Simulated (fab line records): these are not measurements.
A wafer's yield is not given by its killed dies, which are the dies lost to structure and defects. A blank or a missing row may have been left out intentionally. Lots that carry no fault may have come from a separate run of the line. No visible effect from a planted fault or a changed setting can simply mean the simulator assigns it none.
2 desks looking at one fault ; flow berkeley_cmos170 ; only its own numbers are on each desk; what lay behind them is given at the end

THE METROLOGY DESK
Lot by lot, what the gauges showed, no matter which tool ran the lot: averages of those sampled wafers that carry a number. The brackets show how far a lot's mean lies from the usual mean; more than 4 standard deviations puts the lot out of limits, marked OUT.
Columns: A = PVT_TW at UCB170_PVT_TW_MEAS_09, usual 508.6; B = PLDD_OVL at UCB170_PLDD_OVL_MEAS_07, usual 2 nm
lot;first seen here;A;B
L485;day 5 08:40;504.1;3
L484;day 5 09:42;511.4;-2
L486;day 5 09:56;504.7;-1
L488;day 6 06:10;509.3;-2
L490;day 6 08:32;511.1;2
L489;day 6 08:47;509.9;6
L492;day 7 07:55;508.1;3
L493;day 7 08:28;509.1;-3
L501;day 8 14:02;507.4;4
L498;day 8 14:18;506.9;1
L503;day 9 04:19;506.4;-1
L502;day 9 10:29;509.6;-4
L504;day 9 10:32;511.2;-6
L505;day 10 00:49;506.8;3
This desk's finding: nothing out of limits on any of the 14 lots.

DESK OF THE TOOL OWNER: plasma_asher-01
The tool's own readings at UCB170_PWELL_STRIP_16 (strips in O2): means of the sampled wafers that have a number, for each lot that ran on this tool. The brackets show how far a lot's mean lies from the usual mean; more than 4 standard deviations puts the lot out of limits, marked OUT.
Columns: A = drypump_motor_current_A at UCB170_PWELL_STRIP_16, usual 5.8 A; B = oes_product_au at UCB170_PWELL_STRIP_16, usual 0.720 a.u.; C = strip_time_to_endpoint_s at UCB170_PWELL_STRIP_16, usual 18.09 s
lot;first seen here;A;B;C
L485;day 3 02:55;5.5;0.724;18.11
L498;day 5 23:44;5.5;0.793 (+18) OUT;18.08
L501;day 6 01:56;5.5;0.794 (+18) OUT;18.17
Finding of this desk: L498, L501 out of limits; the first was L498 at day 5 23:44, on oes_product_au at UCB170_PWELL_STRIP_16. L485: within limits.

PUT TOGETHER
On L498, L501, at day 5 23:44, an alarm was possible from the tool owner's desk.
At the metrology desk, nothing out of limits was observed.
The metrology desk holds a record of L498, L501, inside its limits.
UCB170_PWELL_STRIP_16 was run on plasma_asher-01 by each of the lots named.

WHAT HAD BEEN PUT IN BY THE SIMULATOR
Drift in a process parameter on plasma_asher-01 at UCB170_PWELL_STRIP_16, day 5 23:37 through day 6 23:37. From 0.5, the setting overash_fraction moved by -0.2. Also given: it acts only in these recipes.
Struck lots among those shown: L498, L501.
How many hours passed from the start of the fault until each desk's first out-of-limits reading: the tool owner's desk, 0.
